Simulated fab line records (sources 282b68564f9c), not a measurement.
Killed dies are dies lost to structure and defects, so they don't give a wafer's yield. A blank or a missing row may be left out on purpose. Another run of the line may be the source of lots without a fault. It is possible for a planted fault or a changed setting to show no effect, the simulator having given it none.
Comparing a struck lot with a sound one    flow rit-cmos    26 steps out of a route of 202
Sound: these wafers, L277.1, L277.2, L277.4. The struck wafers were L271.1, L271.3, L271.5. The cause comes at the end.
For every step that has rows: the tool of each side, followed by ch and its chambers, followed by its first start. Under that, the readings that differ: sound wafers    struck wafers    difference of the means    sigmas: that difference in standard deviations of wafers without a fault.
alike: readings whose means differ by less than 2 such deviations, and words and numbers that are the same on both sides. not compared: withheld readings, readings that some wafer has no value for, bounds like >300 that may hide the same value, and numbers for which the record gives no deviation and whose values overlap.
The two part at a step that has a row with sigmas, a row that says differs or no value, or rows on one side only. Non-overlapping numbers with no deviation appear without sigmas and do not part them. A reading that every wafer of one side lacks parts them only if that side has two wafers or more.

first, 2 steps without rows for these wafers: RIT_REOX_CLEAN_02 (cleans in SC2, time 600 s); RIT_REOX_OXIDATION_03 (target thk 25.2 nm, ox time 5580 s).
RIT_REOX_THK_MEAS_04:
  sound on film-metro-03, day 6 10:23; struck on film-metro-02, day 5 04:36
  alike: REOX_OXIDE_THK
then, 6 steps without rows for these wafers: RIT_NLDD_HMDS_00 (prime time 60 s); RIT_NLDD_COAT_01 (resist thk 1000 nm); RIT_NLDD_SOFTBAKE_02 (time 60 s); RIT_NLDD_EXPOSE_03 (exposes mask M7, target cd 40700 nm); RIT_NLDD_PEB_04; RIT_NLDD_DEVELOP_05 (develop time 50 s).
RIT_NLDD_OVL_MEAS_06:
  sound on overlay-02, day 6 11:30; struck on overlay-01, day 5 05:37
  alike: NLDD_OVL
then, 2 steps without rows for these wafers: RIT_NLDD_HARDBAKE_07 (time 60 s); RIT_NLDD_IMPLANT_08.
RIT_NLDD_STRIP_09: strips in O2, time 180 s.
  sound on plasma-asher-01 ch 0,1, day 6 11:50; struck on plasma-asher-02 ch 0, day 5 05:58
  no value came back on the struck wafers for chamber-pressure-mTorr (mTorr), drypump-motor-current-A (A), time-s (s); on the sound wafers chamber-pressure-mTorr (mTorr) reads 3999 4002 4004
reading                                    sound  struck           difference  sigmas
model.NOVOLAK_of_NLDD_COAT_01.thk-nm (nm)  0 0 0  887.1 887 885.9  +886.7      
  not compared: rf-hours-counter-h
RIT_NLDD_TW_MEAS_10:
  sound on film-metro-04, day 6 12:01; struck on film-metro-02, day 5 06:08
  alike: NLDD_TW
then, 6 steps without rows for these wafers: RIT_PLDD_HMDS_00 (prime time 60 s); RIT_PLDD_COAT_01 (resist thk 1000 nm); RIT_PLDD_SOFTBAKE_02 (time 60 s); RIT_PLDD_EXPOSE_03 (exposes mask M8, target cd 40900 nm); RIT_PLDD_PEB_04; RIT_PLDD_DEVELOP_05 (develop time 50 s).
RIT_PLDD_OVL_MEAS_06:
  sound on overlay-01, day 6 13:02; struck on overlay-01, day 5 07:03
  alike: PLDD_OVL
then, 2 steps without rows for these wafers: RIT_PLDD_HARDBAKE_07 (time 60 s); RIT_PLDD_IMPLANT_08.
RIT_PLDD_STRIP_09: strips in O2, time 180 s.
  sound on plasma-asher-03 ch 0,1, day 6 13:23; struck on plasma-asher-03 ch 0,1, day 5 07:23
  alike: chamber-pressure-mTorr, drypump-motor-current-A
  not compared: rf-hours-counter-h
RIT_PLDD_TW_MEAS_10:
  sound on film-metro-04, day 6 13:33; struck on film-metro-04, day 5 07:34
reading  sound           struck    difference  sigmas
PLDD_TW  2352 2358 2352  30 30 30  -2324       -99 or more
then, 1 step without rows for these wafers: RIT_SPACER_CLEAN_00 (cleans in SC1, time 600 s).

## WHERE THEY PART
Earliest at RIT_NLDD_STRIP_09; latest, in this record, at RIT_PLDD_TW_MEAS_10.

WHY: what the simulator had put in
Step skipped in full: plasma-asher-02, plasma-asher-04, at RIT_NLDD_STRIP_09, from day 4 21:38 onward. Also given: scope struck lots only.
